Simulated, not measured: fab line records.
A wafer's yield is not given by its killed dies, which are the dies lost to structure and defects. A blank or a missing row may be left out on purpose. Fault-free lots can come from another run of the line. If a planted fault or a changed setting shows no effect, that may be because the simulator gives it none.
fab line records | flow berkeleyCmos170
record: lots: 5 wafers: 15 lastDay: 13
route steps=331 shown M2@286 V2@292 M3@309
lots with no fault: from the same line, run without faults
startH: hours from the record's opening day to when the first of the lot's shown wafers began | waitH: hours from the lot's prior step to this one | " same as the row above | L1.1+2: a row that stands for several wafers | - no value, or no start given | * or withheld: withheld | < > ~ a bound
route shown NAME@n: NAME is a module with steps in the file, n the number in the route of the first one | usual: mean and standard deviation over wafers with no fault | same: alike in all rows | chamber/n: place in a boat | sites: the reading at each site | _std_site: standard deviation across them | _edge_site: mean of outer sites minus mean of inner sites | radiusMm: how far each site lies from the wafer's centre | mask NAME#n: copy n | behind: the last tool/chamber to shape the wafer | hold: cause of the lot's hold/its duration in hours/its outcome | device: which transistor (n, p or np) failed to switch | end of line: at the end of the route, the tests of the same wafers | where a step has no rows: the recipe by itself | killed: not the wafer's yield, but the dies lost to structure and defects at the first sort | map: the dies of a wafer, with x for killed, . for not killed, _ for no die there
set.NAME: the setting that was run; set.NAME@STEP: the one run at that earlier step | model.NAME: the simulator's own value behind a step, which no gauge read
lots at some steps of the route; a table a step, a row a wafer
services: the hour from which a tool's chamber was out of use, counted from the record's first day as startH (under 0 if before that day), plus the number of hours and why
== steps ==
step: UCB170_M2_CD_MEAS_15
recipe: targetCdNm: 700
usual: cdNm: 700.2/1.3
columns lot.wafer tool chamber startH waitH cdNm
L075.3 cdSem-02 - 190.59 - 701.2
L075.5 " - " " 699.4
L075.6 " - " " 700.2
L086.1 cdSem-02 - 268.41 - 700.8
L086.2 " - " " 701.1
L086.6 " - " " 702.7
L087.1 cdSem-02 - 270.27 - 698.9
L087.2 " - " " 701.1
L087.3 " - " " 699.2
L091.1 cdSem-02 - 294.45 - 699.8
L091.3 " - " " 699.7
L091.5 " - " " 698.6
L092.2 cdSem-01 - 296.48 - 698.4
L092.3 " - " " 699.0
L092.4 " - " " 698.4
step: UCB170_M2_OVL_MEAS_16
usual: M2_OVL: 0/6.1
columns lot.wafer tool chamber startH waitH M2_OVL[nm]
L075.3 overlay-01 - 190.68 0.1 -6
L075.5 " - " " 5
L075.6 " - " " 4
L086.1 overlay-01 - 268.53 0.1 4
L086.2 " - " " -5
L086.6 " - " " 7
L087.1 overlay-01 - 270.39 0.1 0
L087.2 " - " " 1
L087.3 " - " " 1
L091.1 overlay-01 - 294.57 0.1 -1
L091.3 " - " " -10
L091.5 " - " " -2
L092.2 overlay-02 - 296.58 0.1 -4
L092.3 " - " " -4
L092.4 " - " " -2
step: UCB170_M2_ETCH_17
recipe: chemistry: N2/H2 targetDepthA: withheld overetchA: withheld target: BARC timeS: withheld sourceW: 500 biasW: 100 pressureMtorr: 30 n2FlowSccm: 100 h2FlowSccm: 200
usual: drypumpMotorCurrentA: 5.6/0.32 oesProductAu: 1.010/0.019 throttleValvePct: 13.20/0.21
columns lot.wafer tool chamber startH waitH drypumpMotorCurrentA oesProductAu throttleValvePct
L075.3 rieDiel-01 1 190.70 0.0 5.8 1.007 13.21
L075.5 " 1 " " 5.8 1.011 13.22
L075.6 " 0 " " 5.0 1.003 13.51
L086.1 rieDiel-02 1 268.56 0.0 5.5 0.998 13.00
L086.2 " 0 " " 5.4 1.023 13.30
L086.6 " 2 " " 5.5 1.012 13.07
L087.1 rieDiel-04 3 270.42 0.0 5.5 1.017 13.35
L087.2 " 1 " " 5.8 0.963 12.82
L087.3 " 0 " " 5.9 0.993 13.20
L091.1 rieDiel-02 0 294.61 0.0 5.4 1.026 13.29
L091.3 " 2 " " 5.5 1.020 13.07
L091.5 " 3 " " 5.4 1.016 13.33
L092.2 rieDiel-01 0 296.61 0.0 5.0 1.006 13.51
L092.3 " 3 " " 6.1 1.049 13.08
L092.4 " 2 " " 5.4 1.046 12.89
step: UCB170_M2_METAL_ETCH_18
recipe: chemistry: Cl2/BCl3 target: Al stopOn: SiO2 pressureMtorr: 12 targetDepthA: 11700 overEtchFrac: 0.3 timeS: 195 icpW: 600 biasW: 120 Cl2_flow_sccm: 90 bcl3FlowSccm: 45
usual: drypumpMotorCurrentA: 5.8/0.61 oesProductAu: 0.858/0.011 throttleValvePct: 24.41/0.26
columns lot.wafer tool chamber startH waitH drypumpMotorCurrentA oesProductAu rfHoursCounterH throttleValvePct
L075.3 rieMetal-04 1 190.81 - 5.8 0.863 - 24.46
L075.5 " 0 " " 6.4 0.861 - 24.19
L075.6 " 1 " " 5.8 0.859 - 24.44
L086.1 rieMetal-04 1 268.60 - 5.8 0.862 5.7 24.48
L086.2 " 0 " " 6.4 0.854 7.8 24.18
L086.6 " 1 " " 5.8 0.862 - 24.48
L087.1 rieMetal-04 0 270.46 - 6.4 0.860 8.0 24.18
L087.2 " 1 " " 5.8 0.870 5.9 24.46
L087.3 " 0 " " 6.4 0.857 - 24.18
L091.1 rieMetal-01 0 294.65 - 6.0 0.871 4.5 24.03
L091.3 " 0 " " 6.0 0.869 - 24.03
L091.5 " 0 " " 6.0 0.877 - 24.05
L092.2 rieMetal-04 0 296.65 - 6.4 0.864 8.8 24.18
L092.3 " 0 " " 6.4 0.855 - 24.19
L092.4 " 1 " " 5.8 0.873 - 24.46
step: UCB170_M2_STRIP_19
recipe: chemistry: O2 powerW: 400 pressureMtorr: 3500 platenTempC: withheld o2FlowSccm: 400 overashFraction: 0.5
usual: drypumpMotorCurrentA: 5.9/0.61 oesProductAu: 0.535/0.023
columns lot.wafer tool chamber startH waitH drypumpMotorCurrentA oesProductAu rfHoursCounterH
L075.3 plasmaAsher-04 1 190.97 0.1 5.8 0.540 -
L075.5 " 0 " " 6.6 0.493 -
L075.6 " 1 " " 5.7 0.550 -
L086.1 plasmaAsher-02 1 268.79 0.1 4.8 0.540 12
L086.2 " 0 " " 5.4 0.495 12
L086.6 " 1 " " 4.8 0.540 -
L087.1 plasmaAsher-04 0 270.65 0.1 6.5 0.499 51
L087.2 " 1 " " 5.7 0.546 51
L087.3 " 1 " " 5.7 0.493 -
L091.1 plasmaAsher-02 1 294.84 0.1 4.8 0.527 16
L091.3 " 1 " " 4.8 0.540 -
L091.5 " 1 " " 4.8 0.539 -
L092.2 plasmaAsher-03 1 296.84 0.1 6.6 0.507 59
L092.3 " 1 " " 6.6 0.499 -
L092.4 " 0 " " 6.3 0.547 -
step: UCB170_M2_CD_MEAS_90
recipe: targetCdNm: 700
usual: cdNm: 698/3.4
columns lot.wafer tool chamber startH waitH cdNm
L075.3 cdSem-02 - 191.07 0.1 699
L075.5 " - " " 692
L075.6 " - " " 697
L086.1 cdSem-02 - 268.89 0.1 697
L086.2 " - " " 698
L086.6 " - " " 701
L087.1 cdSem-02 - 270.86 0.2 696
L087.2 " - " " 703
L087.3 " - " " 700
L091.1 cdSem-02 - 295.20 0.3 701
L091.3 " - " " 702
L091.5 " - " " 699
L092.2 cdSem-02 - 296.96 0.1 694
L092.3 " - " " 692
L092.4 " - " " 698
step: UCB170_V2_CVD_00
recipe: material: SiO2 targetThkNm: 2000 tempC: 390 precursor: TEOS/O2 timeS: 250 rfW: 550 pressureMtorr: 9000
usual: heaterPowerW: 237/70
columns lot.wafer tool chamber startH waitH heaterPowerW
L075.3 pecvd-01 2 191.15 0.1 260
L075.5 " 2 " " 207
L075.6 " 1 " " 287
L086.1 pecvd-02 2 269.01 0.1 212
L086.2 " 1 " " 246
L086.6 " 2 " " 136
L087.1 pecvd-04 0 270.98 0.1 266
L087.2 " 1 " " 265
L087.3 " 2 " " 159
L091.1 pecvd-01 0 295.32 0.1 342
L091.3 " 1 " " 344
L091.5 " 2 " " 182
L092.2 pecvd-04 2 297.06 0.1 123
L092.3 " 0 " " 330
L092.4 " 0 " " 243
step: UCB170_V2_THK_MEAS_01
recipe: reads: SiO2_of_V2_CVD_00
usual: V2_TEOS_THK: 1979/29
columns lot.wafer tool chamber startH waitH V2_TEOS_THK[nm]
L075.3 filmMetro-03 - 191.33 0.1 1977
L075.5 " - " " 2024
L075.6 " - " " 2002
L086.1 filmMetro-04 - 269.17 0.1 1996
L086.2 " - " " 2002
L086.6 " - " " 2056
L087.1 filmMetro-04 - 271.14 0.1 1934
L087.2 " - " " 1937
L087.3 " - " " 1975
L091.1 filmMetro-04 - 295.48 0.1 1928
L091.3 " - " " 1950
L091.5 " - " " 1998
L092.2 filmMetro-04 - 297.23 0.1 1965
L092.3 " - " " 1963
L092.4 " - " " 1981
step: UCB170_V2_CMP_02
recipe: material: SiO2 downForcePsi: 6 platenRpm: 60 padVelocityMS: 0.75398
usual: edgeZonePressureFrac: 1.000/0.0046 motorCurrentA: 17.0/1.8
columns lot.wafer tool chamber startH waitH edgeZonePressureFrac motorCurrentA
L075.3 cmp-02 1 191.52 0.2 0.999 15.1
L075.5 " 2 " " 0.997 15.7
L075.6 " 3 " " 1.002 19.2
L086.1 cmp-01 3 269.23 0.1 1.008 14.4
L086.2 " 2 " " 1.003 16.1
L086.6 " 3 " " 0.998 15.2
L087.1 cmp-02 1 271.20 0.1 0.994 15.6
L087.2 " 2 " " 1.004 14.8
L087.3 " 0 " " 0.998 17.0
L091.3 cmp-01 3 295.59 0.1 1.002 15.4
L091.1 " 1 " " 0.998 18.8
L091.5 " 3 " " 0.998 14.3
L092.3 cmp-01 3 297.28 0.0 1.000 14.2
L092.2 " 1 " " 1.010 18.8
L092.4 " 2 " " 1.010 14.8
step: UCB170_V2_BOW_MEAS_03
recipe: mode: bow
usual: V2_BOW: 37/6.6
columns lot.wafer tool chamber startH waitH V2_BOW[um]
L075.3 filmMetro-04 - 191.71 0.1 31
L075.5 " - " " 38
L075.6 " - " " 38
L086.1 filmMetro-03 - 269.53 0.2 35
L086.2 " - " " 37
L086.6 " - " " 41
L087.1 filmMetro-02 - 271.50 0.2 37
L087.2 " - " " 30
L087.3 " - " " 32
L091.1 filmMetro-04 - 295.84 0.1 25
L091.3 " - " " 38
L091.5 " - " " 46
L092.2 filmMetro-03 - 297.60 0.2 38
L092.3 " - " " 24
L092.4 " - " " 44
step: UCB170_V2_THK_MEAS_04
recipe: reads: SiO2_of_V2_CVD_00
usual: V2_POLISHED_THK: 1000.3/1.4
columns lot.wafer tool chamber startH waitH V2_POLISHED_THK[nm]
L075.3 filmMetro-04 - 191.81 0.1 1000.1
L075.5 " - " " 999.8
L075.6 " - " " 1001.5
L086.1 filmMetro-03 - 269.65 0.1 1001.8
L086.2 " - " " 997.8
L086.6 " - " " 1000.7
L087.1 filmMetro-02 - 271.62 0.1 998.6
L087.2 " - " " 998.0
L087.3 " - " " 998.7
L091.1 filmMetro-04 - 295.96 0.1 1000.8
L091.3 " - " " 1001.6
L091.5 " - " " 1001.7
L092.2 filmMetro-03 - 297.71 0.1 1000.8
L092.3 " - " " 1001.1
L092.4 " - " " 998.8
step: UCB170_V2_CLEAN_05
recipe: chemistry: DIW
columns lot.wafer tool chamber startH waitH
L075.3+5+6 wetBench-02 2 191.85 0.0
L086.1+2+6 wetBench-01 2 269.73 0.1
L087.1+2+3 wetBench-02 1 271.68 0.1
L091.1+3+5 wetBench-02 2 296.02 0.1
L092.2+3+4 wetBench-02 0 297.76 0.0
step: UCB170_V2_HMDS_06
recipe: primeTimeS: 60 primeTempC: 100
columns lot.wafer tool chamber startH waitH
L075.3+5+6 lithoTrack-04 0 192.07 0.1
L086.1+2+6 lithoTrack-03 0 269.90 0.0
L087.1+2+3 lithoTrack-03 0 271.87 0.0
L091.1+3+5 lithoTrack-04 0 296.19 0.0
L092.2+3+4 lithoTrack-02 0 298.44 0.5
step: UCB170_V2_COAT_07
recipe: resist: KrF spinRpm: 1500 resistThkNm: 900
columns lot.wafer tool chamber startH waitH
L075.3+5+6 lithoTrack-04 0 192.22 0.1
L086.1+2+6 lithoTrack-03 0 270.05 0.1
L087.1+2+3 lithoTrack-03 0 272.02 0.1
L091.1+3+5 lithoTrack-04 0 296.34 0.1
L092.2+3+4 lithoTrack-02 0 298.59 0.1
step: UCB170_V2_SOFTBAKE_08
recipe: resist: KrF tempC: 130 timeS: 60
columns lot.wafer tool chamber startH waitH
L075.3+5+6 lithoTrack-04 0 192.37 0.1
L086.1+2+6 lithoTrack-03 0 270.20 0.1
L087.1+2+3 lithoTrack-03 0 272.17 0.1
L091.1+3+5 lithoTrack-04 0 296.49 0.1
L092.2+3+4 lithoTrack-02 0 298.74 0.1
step: UCB170_V2_EXPOSE_09
recipe: maskId: VIA2 targetCdNm: 700 na: 0.5 sigmaOuter: 0.6 sourceShape: conventional doseMj: 37
usual: stageVelMmS: 499.98/0.24
columns lot.wafer tool chamber startH waitH mask stageVelMmS
L075.3 krfScanner-02 0 192.64 0.2 VIA2#0 500.06
L075.5 " 0 " " VIA2#0 499.93
L075.6 " 0 " " VIA2#0 499.74
L086.1 krfScanner-02 0 270.35 0.1 VIA2#0 499.99
L086.2 " 0 " " VIA2#0 499.34
L086.6 " 0 " " VIA2#0 499.99
L087.1 krfScanner-01 0 272.45 0.2 VIA2#0 499.78
L087.2 " 0 " " VIA2#0 499.64
L087.3 " 0 " " VIA2#0 499.68
L091.1 krfScanner-02 0 296.64 0.1 VIA2#0 499.90
L091.3 " 0 " " VIA2#0 500.26
L091.5 " 0 " " VIA2#0 499.81
L092.2 krfScanner-01 0 299.01 0.2 VIA2#0 499.93
L092.3 " 0 " " VIA2#0 500.04
L092.4 " 0 " " VIA2#0 500.12
step: UCB170_V2_PEB_10
recipe: pebTempC: 130 pebTimeS: withheld resist: KrF
columns lot.wafer tool chamber startH waitH
L075.3+5+6 lithoTrack-02 0 192.94 0.3
L086.1+2+6 lithoTrack-02 0 270.47 0.1
L087.1+2+3 lithoTrack-03 0 272.57 0.1
L091.1+3+5 lithoTrack-03 0 297.33 0.7
L092.2+3+4 lithoTrack-03 0 299.35 0.3
step: UCB170_V2_DEVELOP_11
recipe: developer: TMAH developTimeS: 45 resist: KrF devTempC: 21
columns lot.wafer tool chamber startH waitH
L075.3+5+6 lithoTrack-02 0 - -
L086.1+2+6 lithoTrack-02 0 - -
L087.1+2+3 lithoTrack-03 0 - -
L091.1+3+5 lithoTrack-03 0 - -
L092.2+3+4 lithoTrack-03 0 - -
step: UCB170_V2_CD_MEAS_12
recipe: targetCdNm: 700
usual: cdNm: 699.7/1.2
columns lot.wafer tool chamber startH waitH cdNm
L075.3 cdSem-02 - 193.20 - 698.4
L075.5 " - " " 698.1
L075.6 " - " " 699.7
L086.1 cdSem-02 - 270.74 - 699.7
L086.2 " - " " 700.3
L086.6 " - " " 700.1
L087.1 cdSem-02 - 272.84 - 699.6
L087.2 " - " " 700.1
L087.3 " - " " 700.2
L091.1 cdSem-01 - 297.60 - 700.8
L091.3 " - " " 701.8
L091.5 " - " " 701.4
L092.2 cdSem-02 - 299.62 - 699.6
L092.3 " - " " 699.3
L092.4 " - " " 699.3
step: UCB170_V2_OVL_MEAS_13
usual: V2_OVL: -1/5.5
columns lot.wafer tool chamber startH waitH V2_OVL[nm]
L075.3 overlay-02 - 193.29 0.1 11
L075.5 " - " " 4
L075.6 " - " " 0
L086.1 overlay-02 - 270.86 0.1 3
L086.2 " - " " 6
L086.6 " - " " 3
L087.1 overlay-02 - 272.96 0.1 0
L087.2 " - " " -2
L087.3 " - " " 2
L091.1 overlay-02 - 297.72 0.1 -10
L091.3 " - " " -1
L091.5 " - " " -4
L092.2 overlay-01 - 299.73 0.1 -6
L092.3 " - " " -7
L092.4 " - " " -14
step: UCB170_V2_ETCH_14
recipe: chemistry: CHF3/CF4/Ar target: SiO2 stopOn: Al CHF3_flow_sccm: 45 cf4FlowSccm: 15 Ar_flow_sccm: 150 pressureMtorr: 200 rfW: 700 targetDepthA: 12500 overEtchFrac: 0.25 timeS: 291
usual: drypumpMotorCurrentA: 5.6/0.36 oesProductAu: 0.869/0.0095 throttleValvePct: 6.94/0.13
columns lot.wafer tool chamber startH waitH drypumpMotorCurrentA oesProductAu rfHoursCounterH throttleValvePct
L075.3 rieDiel-02 2 193.32 0.0 5.6 0.875 52 6.81
L075.5 " 3 " " 5.4 0.888 - 7.05
L075.6 " 2 " " 5.6 0.870 - 6.83
L086.1 rieDiel-03 3 270.90 0.0 5.2 0.869 16 6.83
L086.2 " 0 " " 5.2 0.860 19 7.06
L086.6 " 2 " " 6.2 0.879 - 6.82
L087.1 rieDiel-02 2 273.00 0.0 5.5 0.876 55 6.84
L087.2 " 0 " " 5.4 0.892 21 6.94
L087.3 " 3 " " 5.4 0.892 4 7.06
L091.1 rieDiel-04 1 297.76 0.0 5.8 0.859 7 6.75
L091.3 " 2 " " 6.2 0.869 20 7.14
L091.5 " 3 " " 5.5 0.870 - 7.08
L092.2 rieDiel-04 3 299.76 0.0 5.5 0.880 92 7.07
L092.3 " 1 " " 5.7 0.861 7 6.76
L092.4 " 2 " " 6.1 0.865 20 7.15
step: UCB170_V2_STRIP_15
recipe: chemistry: O2 powerW: 400 pressureMtorr: 3500 platenTempC: withheld o2FlowSccm: 400 overashFraction: 0.5
usual: drypumpMotorCurrentA: 5.5/0.59 oesProductAu: 0.722/0.0043 stripTimeToEndpointS: 15.33/0.12
columns lot.wafer tool chamber startH waitH drypumpMotorCurrentA oesProductAu rfHoursCounterH stripTimeToEndpointS
L075.3 plasmaAsher-04 1 193.53 0.1 5.7 0.719 - 15.28
L075.5 " 1 " " 5.8 0.721 - 15.42
L075.6 " 0 " " 6.5 0.715 - 15.19
L086.1 plasmaAsher-02 0 271.08 0.1 5.4 0.719 13 15.26
L086.2 " 1 " " 4.9 0.727 13 15.28
L086.6 " 0 " " 5.4 0.727 - 15.14
L087.1 plasmaAsher-01 1 273.18 0.1 6.2 0.722 49 15.17
L087.2 " 0 " " 5.0 0.723 49 15.15
L087.3 " 1 " " 6.2 0.727 - 15.33
L091.1 plasmaAsher-04 0 297.94 0.1 6.5 0.720 55 15.52
L091.3 " 0 " " 6.5 0.713 - 15.46
L091.5 " 0 " " 6.5 0.719 - 15.25
L092.2 plasmaAsher-04 1 299.94 0.1 5.7 0.723 55 15.35
L092.3 " 1 " " 5.8 0.719 - 15.51
L092.4 " 0 " " 6.5 0.724 - 15.31
step: UCB170_V2_CD_MEAS_90
recipe: targetCdNm: 700
usual: cdNm: 699.7/1.7
columns lot.wafer tool chamber startH waitH cdNm
L075.3 cdSem-01 - 193.64 0.1 697.5
L075.5 " - " " 696.5
L075.6 " - " " 698.7
L086.1 cdSem-02 - 271.18 0.1 698.6
L086.2 " - " " 701.0
L086.6 " - " " 701.3
L087.1 cdSem-02 - 273.28 0.1 699.0
L087.2 " - " " 699.2
L087.3 " - " " 700.1
L091.1 cdSem-02 - 298.04 0.1 701.2
L091.3 " - " " 702.9
L091.5 " - " " 702.2
L092.2 cdSem-02 - 300.06 0.1 700.5
L092.3 " - " " 699.5
L092.4 " - " " 701.5
step: UCB170_M3_PRE_CLEAN_00
recipe: gas: Ar precleanEtchTimeS: 60
columns lot.wafer tool chamber startH waitH
L075.3+5+6 pvdSputter-03 - 193.72 0.1
L086.1+2+6 pvdSputter-04 - 271.30 0.1
L087.1+2+3 pvdSputter-04 - 273.40 0.1
L091.1+3+5 pvdSputter-04 - 298.16 0.1
L092.2+3+4 pvdSputter-03 - 300.16 0.1
step: UCB170_M3_SPUTTER_01
recipe: material: Al targetThkNm: 900 timeS: 120 powerW: 6000 chamberPressurePa: 0.5
usual: throttleValvePct: 29.9/1.3
columns lot.wafer tool chamber startH waitH throttleValvePct
L075.3 pvdSputter-03 - 193.78 0.0 29.6
L075.5 " - " " 29.5
L075.6 " - " " 31.4
L086.1 pvdSputter-04 - 271.36 0.0 30.5
L086.2 " - " " 27.7
L086.6 " - " " 30.8
L087.1 pvdSputter-04 - 273.46 0.0 30.5
L087.2 " - " " 30.4
L087.3 " - " " 31.0
L091.1 pvdSputter-04 - 298.23 0.0 30.3
L091.3 " - " " 30.9
L091.5 " - " " 27.9
L092.2 pvdSputter-03 - 300.23 0.0 31.4
L092.3 " - " " 27.8
L092.4 " - " " 28.5
step: UCB170_M3_RS_MEAS_02
recipe: thkMeasGauge: four-point-probe reads: Al_of_M3_SPUTTER_01
usual: M3_AL_RS: 0.0323/0.00044
columns lot.wafer tool chamber startH waitH M3_AL_RS[ohm/sq]
L075.3 filmMetro-04 - 193.91 0.1 0.0317
L075.5 " - " " 0.0321
L075.6 " - " " 0.0323
L086.1 filmMetro-03 - 271.45 0.0 0.0328
L086.2 " - " " 0.0329
L086.6 " - " " 0.0328
L087.1 filmMetro-03 - 273.55 0.0 0.0314
L087.2 " - " " 0.0322
L087.3 " - " " 0.0316
L091.1 filmMetro-03 - 298.31 0.0 0.0318
L091.3 " - " " 0.0321
L091.5 " - " " 0.0326
L092.2 filmMetro-04 - 300.33 0.1 0.0321
L092.3 " - " " 0.0330
L092.4 " - " " 0.0323
step: UCB170_M3_THK_MEAS_03
recipe: thkMeasGauge: xrf reads: Al_of_M3_SPUTTER_01
usual: M3_AL_THK: 888/12
columns lot.wafer tool chamber startH waitH M3_AL_THK[nm]
L075.3 filmMetro-04 - 194.01 0.1 904
L075.5 " - " " 891
L075.6 " - " " 887
L086.1 filmMetro-03 - 271.57 0.1 879
L086.2 " - " " 873
L086.6 " - " " 876
L087.1 filmMetro-03 - 273.67 0.1 913
L087.2 " - " " 888
L087.3 " - " " 912
L091.1 filmMetro-03 - 298.43 0.1 910
L091.3 " - " " 901
L091.5 " - " " 887
L092.2 filmMetro-04 - 300.44 0.1 889
L092.3 " - " " 867
L092.4 " - " " 890
step: UCB170_M3_HMDS_04
recipe: primeTimeS: 60 primeTempC: 99.2
columns lot.wafer tool chamber startH waitH
L075.3+5+6 lithoTrack-01 0 194.10 0.1
L086.1+2+6 lithoTrack-01 0 271.63 0.1
L087.1+2+3 lithoTrack-01 0 274.44 0.8
L091.1+3+5 lithoTrack-01 0 298.80 0.4
L092.2+3+4 lithoTrack-03 0 301.08 0.6
step: UCB170_M3_COAT_05
recipe: resist: KrF spinRpm: 1500 resistThkNm: 900
columns lot.wafer tool chamber startH waitH
L075.3+5+6 lithoTrack-01 0 194.25 0.1
L086.1+2+6 lithoTrack-01 0 271.78 0.1
L087.1+2+3 lithoTrack-01 0 274.59 0.1
L091.1+3+5 lithoTrack-01 0 298.95 0.1
L092.2+3+4 lithoTrack-03 0 301.23 0.1
step: UCB170_M3_SOFTBAKE_06
recipe: resist: KrF tempC: 130 timeS: 60
columns lot.wafer tool chamber startH waitH
L075.3+5+6 lithoTrack-01 0 194.40 0.1
L086.1+2+6 lithoTrack-01 0 271.93 0.1
L087.1+2+3 lithoTrack-01 0 274.74 0.1
L091.1+3+5 lithoTrack-01 0 299.10 0.1
L092.2+3+4 lithoTrack-03 0 301.38 0.1
step: UCB170_M3_STRIP_07
recipe: chemistry: O2 powerW: 400 pressureMtorr: 3500 platenTempC: withheld o2FlowSccm: 400 overashFraction: 0.5
usual: drypumpMotorCurrentA: 5.9/0.59 oesProductAu: 0.734/0.0045 stripTimeToEndpointS: 21.97/0.062
columns lot.wafer tool chamber startH waitH drypumpMotorCurrentA oesProductAu rfHoursCounterH stripTimeToEndpointS
L075.3 plasmaAsher-03 1 194.53 0.1 6.6 0.738 - 21.93
L075.5 " 0 " " 6.3 0.732 - 21.97
L075.6 " 1 " " 6.6 0.737 - 21.94
L086.1 plasmaAsher-04 0 272.08 0.1 6.5 0.735 51 21.96
L086.2 " 1 " " 5.7 0.731 51 21.95
L086.6 " 1 " " 5.8 0.743 - 21.92
L087.1 plasmaAsher-01 0 274.89 0.1 5.0 0.730 49 22.00
L087.2 " 1 " " 6.2 0.735 49 21.98
L087.3 " 0 " " 5.0 0.733 - 21.94
L091.1 plasmaAsher-04 1 299.25 0.1 5.8 0.729 55 21.95
L091.3 " 0 " " 6.5 0.727 - 21.98
L091.5 " 1 " " 5.7 0.726 - 22.01
L092.2 plasmaAsher-03 0 301.50 0.1 6.3 0.730 60 21.94
L092.3 " 1 " " 6.6 0.731 - 21.86
L092.4 " 0 " " 6.3 0.735 - 21.87
step: UCB170_M3_STRIP_08
recipe: chemistry: DMSO tempC: 80 timeS: 600 material: KrF
columns lot.wafer tool chamber startH waitH
L075.3+5+6 wetBench-02 0 194.60 0.0
L086.1+2+6 wetBench-02 2 272.19 0.1
L087.1+2+3 wetBench-02 2 276.22 1.3
L091.1+3+5 wetBench-02 0 299.35 0.1
L092.2+3+4 wetBench-01 2 301.69 0.2
step: UCB170_M3_COAT_09
recipe: resist: BARC tempC: withheld timeS: withheld spinRpm: 3000 resistThkNm: withheld
columns lot.wafer tool chamber startH waitH
L075.3+5+6 lithoTrack-01 0 194.82 0.1
L086.1+2+6 lithoTrack-01 0 272.36 0.0
L087.1+2+3 lithoTrack-04 0 276.68 0.3
L091.1+3+5 lithoTrack-01 0 300.25 0.7
L092.2+3+4 lithoTrack-04 0 302.37 0.5
step: UCB170_M3_COAT_10
recipe: resist: KrF spinRpm: 1500 resistThkNm: 900
columns lot.wafer tool chamber startH waitH
L075.3+5+6 lithoTrack-01 0 - -
L086.1+2+6 lithoTrack-01 0 - -
L087.1+2+3 lithoTrack-04 0 - -
L091.1+3+5 lithoTrack-01 0 - -
L092.2+3+4 lithoTrack-04 0 - -
step: UCB170_M3_SOFTBAKE_11
recipe: resist: KrF tempC: 130 timeS: 60
columns lot.wafer tool chamber startH waitH
L075.3+5+6 lithoTrack-01 0 - -
L086.1+2+6 lithoTrack-01 0 - -
L087.1+2+3 lithoTrack-04 0 - -
L091.1+3+5 lithoTrack-01 0 - -
L092.2+3+4 lithoTrack-04 0 - -
step: UCB170_M3_EXPOSE_12
recipe: maskId: METAL3 targetCdNm: 700 na: 0.5 sigmaOuter: 0.6 sourceShape: conventional doseMj: 26
usual: stageVelMmS: 500.04/0.26
columns lot.wafer tool chamber startH waitH mask stageVelMmS
L075.3 krfScanner-02 0 195.26 - METAL3#0 500.57
L075.5 " 0 " " METAL3#0 500.23
L075.6 " 0 " " METAL3#0 500.25
L086.1 krfScanner-02 0 272.81 - METAL3#0 499.87
L086.2 " 0 " " METAL3#0 500.06
L086.6 " 0 " " METAL3#0 500.29
L087.1 krfScanner-02 0 277.49 - METAL3#0 500.09
L087.2 " 0 " " METAL3#0 500.19
L087.3 " 0 " " METAL3#0 500.60
L091.1 krfScanner-02 0 300.70 - METAL3#0 500.05
L091.3 " 0 " " METAL3#0 499.98
L091.5 " 0 " " METAL3#0 500.28
L092.2 krfScanner-01 0 302.94 - METAL3#0 500.00
L092.3 " 0 " " METAL3#0 500.27
L092.4 " 0 " " METAL3#0 499.96
step: UCB170_M3_PEB_13
recipe: pebTempC: 128.9 pebTimeS: withheld resist: KrF
columns lot.wafer tool chamber startH waitH
L075.3+5+6 lithoTrack-03 0 195.57 0.3
L086.1+2+6 lithoTrack-01 0 273.71 0.9
L087.1+2+3 lithoTrack-03 0 278.19 0.7
L091.1+3+5 lithoTrack-04 0 301.17 0.5
L092.2+3+4 lithoTrack-01 0 303.17 0.2
step: UCB170_M3_DEVELOP_14
recipe: developer: TMAH developTimeS: 45 resist: KrF devTempC: 21
columns lot.wafer tool chamber startH waitH
L075.3+5+6 lithoTrack-03 0 - -
L086.1+2+6 lithoTrack-01 0 - -
L087.1+2+3 lithoTrack-03 0 - -
L091.1+3+5 lithoTrack-04 0 - -
L092.2+3+4 lithoTrack-01 0 - -
step: UCB170_M3_CD_MEAS_15
recipe: targetCdNm: 700
usual: cdNm: 700.2/1.5
columns lot.wafer tool chamber startH waitH cdNm
L075.3 cdSem-02 - 195.84 - 701.7
L075.5 " - " " 701.6
L075.6 " - " " 701.2
L086.1 cdSem-02 - 273.99 - 699.8
L086.2 " - " " 698.9
L086.6 " - " " 700.3
L087.1 cdSem-02 - 278.46 - 697.4
L087.2 " - " " 698.2
L087.3 " - " " 698.7
L091.1 cdSem-01 - 301.45 - 701.3
L091.3 " - " " 700.7
L091.5 " - " " 698.7
L092.2 cdSem-01 - 303.44 - 700.9
L092.3 " - " " 701.5
L092.4 " - " " 700.8
step: UCB170_M3_OVL_MEAS_16
usual: M3_OVL: 4/5.4
columns lot.wafer tool chamber startH waitH M3_OVL[nm]
L075.3 overlay-02 - 195.93 0.1 5
L075.5 " - " " 13
L075.6 " - " " 1
L086.1 overlay-02 - 274.11 0.1 3
L086.2 " - " " 10
L086.6 " - " " 16
L087.1 overlay-01 - 278.59 0.1 11
L087.2 " - " " 6
L087.3 " - " " 10
L091.1 overlay-02 - 301.57 0.1 -2
L091.3 " - " " 4
L091.5 " - " " 2
L092.2 overlay-02 - 303.55 0.1 4
L092.3 " - " " 1
L092.4 " - " " 6
== services ==
columns tool chamber startH hours kind
plasmaAsher-02 - 168.32 13.8 repair
krfScanner-01 - 179.68 1.3 pm
plasmaAsher-02 - 183.89 8.1 repair
krfScanner-01 - 192.32 3.0 repair
rieMetal-04 - 213.90 0.5 repair
krfScanner-02 - 218.28 1.3 pm
plasmaAsher-04 - 228.77 3.1 repair
cmp-01 - 232.00 4.0 pm
rieDiel-01 1 235.22 5.1 repair
pecvd-01 - 242.50 14.0 pm
pvdSputter-03 - 244.24 9.0 repair
rieDiel-01 2 245.41 3.5 repair
rieDiel-02 - 246.41 2.8 pm
rieMetal-04 1 254.14 12.9 repair
pecvd-04 - 259.35 10.1 repair
plasmaAsher-01 - 264.45 8.3 repair
krfScanner-01 - 280.40 0.8 pm
krfScanner-02 - 285.12 3.6 pm
krfScanner-01 - 290.97 3.0 repair
krfScanner-02 - 294.01 1.0 pm
krfScanner-01 - 297.22 0.4 repair
plasmaAsher-04 - 298.47 0.6 repair
cmp-01 - 299.19 1.3 repair
krfScanner-02 - 301.54 0.8 pm
== key ==
fault none
